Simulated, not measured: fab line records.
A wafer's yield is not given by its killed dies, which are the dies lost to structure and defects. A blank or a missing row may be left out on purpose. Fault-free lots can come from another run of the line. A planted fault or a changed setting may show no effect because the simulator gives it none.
Chamber matching | flow rit-cmos | RIT_GATE_ETCH_19 on rie-si-02: 4 sister chambers
The step etches poly-Si in SF6/CHF3/O2, stops on SiO2, time 165 s, target depth 312.5 nm. 4 wafers are shown with their chamber, then 7 later ones without.

## WAFERS, EACH WITH ITS CHAMBER
wafer  | chamber | drypump-motor-current-A (A)
L123.1 | 2       | 6.0
L125.5 | 1       | 5.2
L129.2 | 3       | 6.0
L129.3 | 0       | 5.0

## WAFERS WITH NO CHAMBER GIVEN
wafer  | drypump-motor-current-A (A)
L129.5 | 6.0
L131.1 | 6.0
L131.3 | 5.0
L131.5 | 5.9
L135.1 | 5.0
L135.3 | 5.2
L135.6 | 5.2

## WHICH CHAMBER EACH WENT THROUGH
wafer  | from the rows above     | in truth
L129.5 | can't be placed: 2 or 3 | 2
L131.1 | can't be placed: 2 or 3 | 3
L131.3 | 0                       | 0
L131.5 | can't be placed: 2 or 3 | 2
L135.1 | 0                       | 0
L135.3 | 1                       | 1
L135.6 | 1                       | 1
Placed correctly: 4 of 7. Unplaceable from these rows: 3, with the true chamber sitting among the candidates in 3. Number placed wrongly: 0.
How it was worked out, from the rows above alone: a wafer's distance from a chamber is the root of the sum, over the readings, of the square of ((its reading less the chamber's mean) divided by the reading's scatter). If the next closest chamber is less than 2 further off than the closest, the wafer can't be placed; otherwise it belongs to the closest. For every chamber, the mean is computed from those of its wafers that are shown. The scatter (one wafer shown for each chamber): square how far every hidden wafer sits from the nearest shown wafer, average those squares and take the square root.
